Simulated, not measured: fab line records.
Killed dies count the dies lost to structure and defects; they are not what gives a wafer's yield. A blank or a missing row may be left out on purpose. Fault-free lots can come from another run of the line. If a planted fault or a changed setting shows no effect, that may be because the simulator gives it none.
What tool caused it? | flow berkeleyCmos170 | 15 lots with 45 wafers sampled at 4 steps, on a route of 331 steps

== WHAT THE GAUGES SHOWED, per wafer ==
UCB170_ACTIVE_THK_MEAS_03. Usual: ACTIVE_OXIDE_THK gives 26.4 nm (standard deviation 0.54).
lot  | measured    | on           | ACTIVE_OXIDE_THK (nm) | flag
L504 | day 3 17:49 | filmMetro-02 | 27.2 28.3 27.6        | 
L505 | day 3 17:49 | filmMetro-04 | 26.8 26.5 26.6        | 
L506 | day 4 03:08 | filmMetro-04 | 39.2 40.0 40.0        | OFF
L507 | day 4 06:00 | filmMetro-02 | 27.1 26.8 27.4        | 
L508 | day 4 14:43 | filmMetro-04 | 38.5 39.6 39.3        | OFF
L509 | day 4 13:05 | filmMetro-02 | 26.8 27.0 26.8        | 
L512 | day 5 08:08 | filmMetro-04 | 39.5 39.3 39.6        | OFF
L513 | day 5 06:18 | filmMetro-04 | 26.8 26.6 27.0        | 
L517 | day 6 11:22 | filmMetro-03 | 26.0 25.9 25.8        | 
L519 | day 7 01:10 | filmMetro-02 | 26.7 26.6 26.2        | 
L520 | day 7 01:07 | filmMetro-03 | 25.9 26.1 26.3        | 
L521 | day 7 01:08 | filmMetro-04 | 26.0 26.3 26.4        | 
L522 | day 7 13:52 | filmMetro-04 | 25.3 26.1 26.1        | 
L523 | day 7 19:17 | filmMetro-04 | 25.5 25.4 26.0        | 
L527 | day 8 06:10 | filmMetro-03 | 26.8 27.2 26.5        | 

UCB170_ACTIVE_OVL_MEAS_14. Usual: ACTIVE_OVL gives 2 nm (standard deviation 6.4).
lot  | measured    | on         | ACTIVE_OVL (nm) | flag
L504 | day 3 23:59 | overlay-02 | 1 -1 1          | 
L505 | day 4 00:59 | overlay-02 | 6 -2 -5         | 
L506 | day 4 08:40 | overlay-01 | 4 8 3           | 
L507 | day 4 13:27 | overlay-01 | 10 9 21         | 
L508 | day 4 21:36 | overlay-02 | -1 -3 -2        | 
L509 | day 4 21:50 | overlay-01 | -4 -5 -4        | 
L512 | day 5 13:13 | overlay-02 | 4 14 20         | 
L513 | day 5 11:44 | overlay-02 | 4 4 2           | 
L517 | day 6 20:11 | overlay-01 | -3 5 -4         | 
L519 | day 7 08:46 | overlay-02 | 8 6 5           | 
L520 | day 7 08:25 | overlay-01 | -3 -2 -3        | 
L521 | day 7 08:18 | overlay-02 | 1 -6 6          | 
L522 | day 7 20:29 | overlay-01 | -12 -5 -12      | 
L523 | day 8 03:11 | overlay-02 | -6 1 -5         | 
L527 | day 8 13:38 | overlay-02 | -5 2 1          | 

UCB170_NVT_OVL_MEAS_06. Usual: NVT_OVL gives -2 nm (standard deviation 5.1).
lot  | measured    | on         | NVT_OVL (nm) | flag
L504 | day 5 01:16 | overlay-02 | 5 9 3        | 
L505 | day 5 01:33 | overlay-01 | -5 3 -7      | 
L506 | day 5 09:10 | overlay-01 | -8 -2 -6     | 
L507 | day 5 12:53 | overlay-02 | -6 -7 -11    | 
L508 | day 6 06:16 | overlay-02 | -4 -4 -4     | 
L509 | day 6 05:58 | overlay-01 | -12 -10 -6   | 
L512 | day 6 18:15 | overlay-02 | 5 3 2        | 
L513 | day 6 18:32 | overlay-02 | -2 4 -1      | 
L517 | day 7 22:02 | overlay-02 | -7 -1 -4     | 
L519 | day 8 18:14 | overlay-01 | 0 -8 -11     | 
L520 | day 8 18:36 | overlay-01 | -14 -10 -3   | 
L521 | day 8 18:08 | overlay-02 | -7 1 2       | 
L522 | day 9 05:25 | overlay-02 | 0 1 3        | 
L523 | day 9 14:08 | overlay-02 | -4 0 -4      | 
L527 | day 9 23:50 | overlay-01 | 5 2 1        | 

== WHAT TOOL EACH LOT RAN ON (gives the tool, then ch and the chambers of the sampled wafers, and finally the start) ==
lot  | UCB170_ACTIVE_OXIDATION_02
L504 | furnace-04 ch 0, day 3 16:28
L505 | furnace-04 ch 0, day 3 16:28
L506 | furnace-01 ch 0, day 3 23:12 and furnace-03 ch 0, day 4 01:47
L507 | furnace-03 ch 0, day 4 04:37
L508 | furnace-03 ch 0, day 4 11:43 and furnace-04 ch 0, day 4 13:20
L509 | furnace-03 ch 0, day 4 11:43
L512 | furnace-03 ch 0, day 5 04:57 and furnace-04 ch 0, day 5 06:46
L513 | furnace-03 ch 0, day 5 04:57
L517 | furnace-04 ch 0, day 6 09:50
L519 | furnace-04 ch 0, day 6 23:46
L520 | furnace-04 ch 0, day 6 23:46
L521 | furnace-04 ch 0, day 6 23:46
L522 | furnace-01 ch 0, day 7 12:29
L523 | furnace-01 ch 0, day 7 17:56
L527 | furnace-03 ch 0, day 8 04:49
- UCB170_ACTIVE_OXIDATION_02: target thk 26.4 nm, ox time 1260 s.

== AS READ BY THE TOOLS THEMSELVES (means over the sampled wafers that have a number; for cases with no such wafer, the mark the record gives instead) ==
UCB170_ACTIVE_OXIDATION_02. Usual: spikeTcLoadC 1027 C, standard deviation 3.9; zonePowerLoadPct 39 %, standard deviation 4.7.
lot  | tool                  | spikeTcLoadC (C) | zonePowerLoadPct (%) | flag
L504 | furnace-04            | 1022             | 37                   | 
L505 | furnace-04            | 1022             | 37                   | 
L506 | furnace-01/furnace-03 | 1029             | 36                   | 
L507 | furnace-03            | 1031             | 43                   | 
L508 | furnace-03/furnace-04 | 1026             | 40                   | 
L509 | furnace-03            | 1031             | 43                   | 
L512 | furnace-03/furnace-04 | 1026             | 40                   | 
L513 | furnace-03            | 1031             | 43                   | 
L517 | furnace-04            | 1022             | 37                   | 
L519 | furnace-04            | 1022             | 37                   | 
L520 | furnace-04            | 1022             | 37                   | 
L521 | furnace-04            | 1022             | 37                   | 
L522 | furnace-01            | 1028             | 30                   | 
L523 | furnace-01            | 1028             | 30                   | 
L527 | furnace-03            | 1030             | 43                   | 

== THE ANSWER, worked out from the rows above alone ==
Rule: take the mean of a lot's wafers that have a number; if it is more than 3 standard deviations from the usual mean, the lot is off. A lot without any number at a reading at which 4 lots or more have one is off too. The other lots that the step has rows for count as sound. The gauges are gone through in route order, then the tools' own readings, and for those a lot's mean is taken as printed above. At the first step where some lot is off, the reading lying furthest off is the one used; lots without a number count as furthest.
Off: L506, L508, L512, seen at UCB170_ACTIVE_THK_MEAS_03 (ACTIVE_OXIDE_THK).
A tool fits if, at a process step before that reading, it ran every lot that is off, and no sound lot after the first of them. Gauges at UCB170_ACTIVE_THK_MEAS_03: tried the same way as those tools. None of those tried fits.

== WHAT THE SIMULATOR PUT IN ==
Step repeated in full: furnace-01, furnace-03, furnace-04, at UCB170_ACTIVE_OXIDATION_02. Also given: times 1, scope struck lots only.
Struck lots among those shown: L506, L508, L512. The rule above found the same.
